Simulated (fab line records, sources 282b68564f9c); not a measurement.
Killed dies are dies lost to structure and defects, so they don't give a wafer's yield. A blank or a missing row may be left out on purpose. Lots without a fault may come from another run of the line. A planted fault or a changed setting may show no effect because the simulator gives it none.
Which tool did it? | flow rit_cmos | 14 lots, 42 wafers sampled, at 2 steps of a route of 202

WHAT THE GAUGES READ, wafer by wafer
The record holds no reading of a measuring or inspecting step that can be judged against a usual standard deviation.

WHICH TOOL RAN EACH LOT (tool, then ch and the chambers of the sampled wafers, then the start)
lot  | RIT_PRETRO_HARDBAKE_07           | RIT_M1_PROBE_99
L130 | litho_track-01 ch 0, day 2 06:32 | -
L131 | litho_track-02 ch 0, day 2 12:56 | -
L132 | litho_track-04 ch 0, day 2 17:05 | -
L133 | litho_track-04 ch 0, day 2 23:37 | -
L134 | litho_track-01 ch 0, day 3 03:12 | -
L135 | litho_track-01 ch 0, day 3 08:11 | -
L141 | litho_track-01 ch 0, day 4 13:43 | -
L142 | litho_track-01 ch 0, day 4 19:44 | -
L144 | litho_track-01 ch 0, day 5 05:38 | -
L145 | litho_track-02 ch 0, day 5 09:29 | -
L146 | litho_track-04 ch 0, day 5 15:32 | prober-02, day 6 17:14
L147 | litho_track-04 ch 0, day 5 19:57 | -
L148 | litho_track-04 ch 0, day 6 01:46 | -
L152 | litho_track-04 ch 0, day 6 21:19 | -
- RIT_PRETRO_HARDBAKE_07: time 120 s.
- RIT_M1_PROBE_99

WHAT THE TOOLS THEMSELVES READ (means of the sampled wafers that have a number; where no wafer has one, the mark that the record gives instead)
RIT_PRETRO_HARDBAKE_07. Usual: heater_power_total_W 52.03 W, standard deviation 0.065; plate_temp_C 140.02 C, standard deviation 0.14.
lot  | tool           | heater_power_total_W (W) | plate_temp_C (C) | flag
L130 | litho_track-01 | 52.08                    | 140.04           |
L131 | litho_track-02 | 51.99                    | 139.96           |
L132 | litho_track-04 | 52.02                    | 140.15           |
L133 | litho_track-04 | 52.04                    | 139.97           |
L134 | litho_track-01 | 52.06                    | 140.10           |
L135 | litho_track-01 | 52.05                    | 139.95           |
L141 | litho_track-01 | 56.95                    | 150.44           | OFF
L142 | litho_track-01 | 57.02                    | 150.31           | OFF
L144 | litho_track-01 | 57.00                    | 150.27           | OFF
L145 | litho_track-02 | 52.07                    | 140.09           |
L146 | litho_track-04 | 51.95                    | 140.08           |
L147 | litho_track-04 | 52.05                    | 139.87           |
L148 | litho_track-04 | 52.03                    | 140.18           |
L152 | litho_track-04 | 52.03                    | 140.11           |

RIT_M1_PROBE_99. Usual: killed_at_M0_to_M3 0.0, standard deviation 0.14; killed_at_contacts 0.1, standard deviation 0.36; killed_at_front_end 7, standard deviation 3.4; killed_dies 7, standard deviation 3.4; killed_open 3.3, standard deviation 2; killed_short 3.8, standard deviation 2.4.
lot  | tool      | killed_at_M0_to_M3 | killed_at_contacts | killed_at_front_end | killed_dies | killed_open | killed_short | flag
L146 | prober-02 | 0.0                | 0.0                | 10                  | 10          | 4.3         | 6.0          |

THE ANSWER, worked out from the rows above alone
Rule: a lot is off if the mean of its wafers that have a number lies more than 3 standard deviations from the usual mean. A lot without any number at a reading at which 4 lots or more have one is off too. The other lots that the step has rows for count as sound. The gauges are gone through in route order, then the tools' own readings, and for those a lot's mean is taken as printed above. The first step at which some lot is off is used, and at that step the reading that is off furthest; a lot without a number counts as furthest.
Off: L141, L142, L144, at RIT_PRETRO_HARDBAKE_07 (heater_power_total_W).
A tool fits if, at that step or a process step before it, it ran every lot that is off, and no sound lot after the first of them. One fits: litho_track-01 at RIT_PRETRO_HARDBAKE_07. Its last sound lot is L135 (day 3 08:11), its first lot that is off L141 (day 4 13:43): a fault that began between those two fits.
The tool's own readings at RIT_PRETRO_HARDBAKE_07 bear it out: on the lots that are off they differ by more than 5 times the standard deviation of the sound lots' means. heater_power_total_W reads 56.99 W there against 52.03 W on the sound lots; plate_temp_C reads 150.34 C there against 140.05 C on the sound lots.

WHAT THE SIMULATOR HAD PUT IN
Process parameter drift: litho_track-01, from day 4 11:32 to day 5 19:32, at RIT_PRETRO_HARDBAKE_07. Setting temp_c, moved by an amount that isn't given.
Lots struck among those shown: L141, L142, L144. The rule above found the same.
